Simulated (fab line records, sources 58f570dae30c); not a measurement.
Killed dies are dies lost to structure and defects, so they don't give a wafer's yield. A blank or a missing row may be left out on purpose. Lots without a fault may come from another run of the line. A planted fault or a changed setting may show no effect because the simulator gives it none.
Problem report in the 8D (eight disciplines) form, filled by code | flow berkeley_cmos170 | the parts of the form that need people (team, actions taken, sign-off) are left out

1. THE PROBLEM
V1_TEOS_THK at UCB170_V1_THK_MEAS_01 reads a mean of 2192 nm on 3 wafers of 2 lots; wafers without a fault read 2013 nm with a standard deviation of 32. That is +5.6 standard deviations from the usual mean.
First seen on wafer L249.3, day 11 08:19, on film_metro-01. The record holds 42 wafers of 14 lots with a number at this step. Rule for "out", or "out of limits": more than 4 standard deviations from the usual mean. The other wafers with a number count as sound.

2. WHAT IT IS AND WHAT IT IS NOT
question                    | is                           | is not
which readings at this step | V1_TEOS_THK                  | -
which lots                  | L248, L249                   | L229, L231, L232, L233, L234, L235, L236, L238, L245, L247, L250, L251
which wafers of those lots  | L248.1, L248.5, L249.3       | L248.6, L249.2, L249.6
read on which gauges        | film_metro-01, film_metro-03 | film_metro-02
when                        | from day 11 08:19            | up to then (32 sound wafers); but 7 sound wafers of L248, L250, L251 came after

3. SUSPECTS, AND WHAT RULES EACH OUT
Counting: a tool at a process step up to the reading stays a suspect if it ran every lot that is out. Sound lots after the first of them don't rule it out here, since some wafers of a struck lot are sound.
- the gauge at UCB170_V1_THK_MEAS_01: ruled out. The wafers that are out were read on 2 gauges (film_metro-01, film_metro-03).
- pecvd-01 at UCB170_V1_CVD_00 (deposits SiO2 from TEOS/O2, target thk 2000 nm, time 250 s): kept. It ran every lot that is out, first L249 (day 11 08:08); its last sound lot up to then is L247 (day 10 21:08). Its own readings are out on those wafers: run_length_s.
- Within pecvd-01 at UCB170_V1_CVD_00: the wafers that are out ran in chamber 2; their sound lot-mates ran in chambers 0, 1.
Left after counting: pecvd-01 at UCB170_V1_CVD_00.

4. THE CAUSE (what the simulator had put in)
Process parameter drift: pecvd-01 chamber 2, from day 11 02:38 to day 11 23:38, at UCB170_V1_CVD_00. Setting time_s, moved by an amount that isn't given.
Counting left only this tool.

5. THE CHAIN OF EFFECTS, in route order
Each row: a reading whose mean over the struck wafers that have a number lies more than 3 standard deviations from the usual. Only readings for which the record gives a usual standard deviation are gone through. hours: the time from each lot's start at the first step in this table that gives one to its start at this step, as a median over the lots. sigmas: the change in usual standard deviations.
hours | step                  | reading      | usual   | on struck wafers | change | sigmas
0     | UCB170_V1_CVD_00      | run_length_s | 278.0 s | 304.5            | +26.5  | +36
0     | UCB170_V1_THK_MEAS_01 | V1_TEOS_THK  | 2013 nm | 2192             | +179   | +5.6
The process steps in it:
- UCB170_V1_CVD_00: deposits SiO2 from TEOS/O2, target thk 2000 nm, time 250 s.

6. WHAT WOULD HAVE CAUGHT IT SOONER
In this record the first reading out of limits at a measuring or inspecting step was taken at day 11 08:19, 6 hours after the fault began at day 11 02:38.
The tool's own readings at UCB170_V1_CVD_00 were out on every struck wafer that the step has a row for (run_length_s): an alarm limit on them would have fired on the first of those.
All the lots that are out (2) had begun UCB170_V1_CVD_00 on pecvd-01 by day 11 08:19. A hold on the tool at that time would have spared none of them.
